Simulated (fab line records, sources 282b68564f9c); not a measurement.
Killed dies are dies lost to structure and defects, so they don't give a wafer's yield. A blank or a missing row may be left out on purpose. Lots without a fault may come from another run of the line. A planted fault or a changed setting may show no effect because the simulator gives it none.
Tool commonality check | flow rit_cmos | 14 lots, 42 wafers sampled

WHY IT WAS OPENED
At RIT_GATE_CD_MEAS_16 the reading cd_nm is flagged on 2 of 14 lots. Wafers without a fault read 149.3 nm, standard deviation 2.3.
Rule: a lot is flagged when every wafer of it that has a number lies more than 4 standard deviations from that mean, or none has a number. The other lots count as sound.

lot  | measured    | on        | cd_nm (nm), wafer by wafer | flag
L890 | day 2 16:22 | cd_sem-02 | 151.5 151.1 149.1          |
L891 | day 2 20:13 | cd_sem-01 | 148.1 149.1 146.2          |
L892 | day 3 08:32 | cd_sem-01 | 148.7 150.0 148.7          |
L893 | day 3 08:47 | cd_sem-02 | 148.4 147.9 147.3          |
L896 | day 4 08:43 | cd_sem-02 | 152.2 152.7 149.0          |
L898 | day 4 10:21 | cd_sem-02 | 147.0 147.3 146.9          |
L899 | day 4 16:02 | cd_sem-01 | 151.2 152.6 148.4          |
L900 | day 4 18:43 | cd_sem-01 | 145.9 148.2 147.0          |
L903 | day 5 09:33 | cd_sem-02 | 161.8 161.2 162.0          | FLAGGED
L904 | day 5 13:41 | cd_sem-01 | 150.9 150.9 150.0          |
L905 | day 5 18:29 | cd_sem-01 | 163.6 162.4 162.9          | FLAGGED
L910 | day 6 19:25 | cd_sem-01 | 146.6 148.0 150.9          |
L912 | day 7 10:51 | cd_sem-01 | 147.1 145.5 144.8          |
L913 | day 7 13:21 | cd_sem-01 | 146.5 147.9 147.7          |
The numbers of the flagged lots are 162.3 nm on average: +13.0 nm against the usual, or +6 standard deviations.

WHICH TOOL RAN EACH LOT
The record holds 1 process step before the reading, out of a route of 202 steps. In each cell: the tool, then ch and the chambers that the sampled wafers went through, then the start.
lot  | flag    | RIT_GATE_COAT_11
L890 |         | litho_track-03 ch 0, day 2 15:32
L891 |         | litho_track-03 ch 0, day 2 19:23
L892 |         | litho_track-04 ch 0, day 3 07:43
L893 |         | litho_track-03 ch 0, day 3 07:43
L896 |         | litho_track-01 ch 0, day 4 07:52
L898 |         | litho_track-03 ch 0, day 4 09:23
L899 |         | litho_track-01 ch 0, day 4 15:20
L900 |         | litho_track-03 ch 0, day 4 17:54
L903 | FLAGGED | litho_track-03 ch 0, day 5 08:44
L904 |         | litho_track-01 ch 0, day 5 12:52
L905 | FLAGGED | litho_track-03 ch 0, day 5 17:47
L910 |         | litho_track-04 ch 0, day 6 18:43
L912 |         | litho_track-04 ch 0, day 7 09:55
L913 |         | litho_track-01 ch 0, day 7 12:30
What these steps do:
- RIT_GATE_COAT_11: resist thk 850 nm.
- RIT_GATE_CD_MEAS_16: target cd 150 nm.

FLAGGED OVER TOTAL, TOOL BY TOOL (the gauges that took the reading come last)
step                | tool           | lots run | flagged | share of the flagged lots | sound lots run after its first flagged lot
RIT_GATE_COAT_11    | litho_track-01 | 4        | 0       | none                      | -
RIT_GATE_COAT_11    | litho_track-03 | 7        | 2       | all                       | 0
RIT_GATE_COAT_11    | litho_track-04 | 3        | 0       | none                      | -
RIT_GATE_CD_MEAS_16 | cd_sem-01      | 9        | 1       | some                      | 3 (L910,L912,L913)
RIT_GATE_CD_MEAS_16 | cd_sem-02      | 5        | 1       | some                      | 0

WHAT THE TABLE ALLOWS
1 row of the table ran every flagged lot: litho_track-03 at RIT_GATE_COAT_11.
- litho_track-03 at RIT_GATE_COAT_11: 2 of its 7 lots flagged. Its last sound lot is L900 (day 4 17:54), its first flagged lot L903 (day 5 08:44): a fault that began between those two fits.
One tool is left: litho_track-03 at RIT_GATE_COAT_11.

WHAT THE SIMULATOR HAD PUT IN
Process parameter drift: litho_track-03, from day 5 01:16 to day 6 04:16, at RIT_GATE_COAT_11. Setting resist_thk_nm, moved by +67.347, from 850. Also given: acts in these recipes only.
Lots struck among those shown: L903, L905. The rule above found the same.
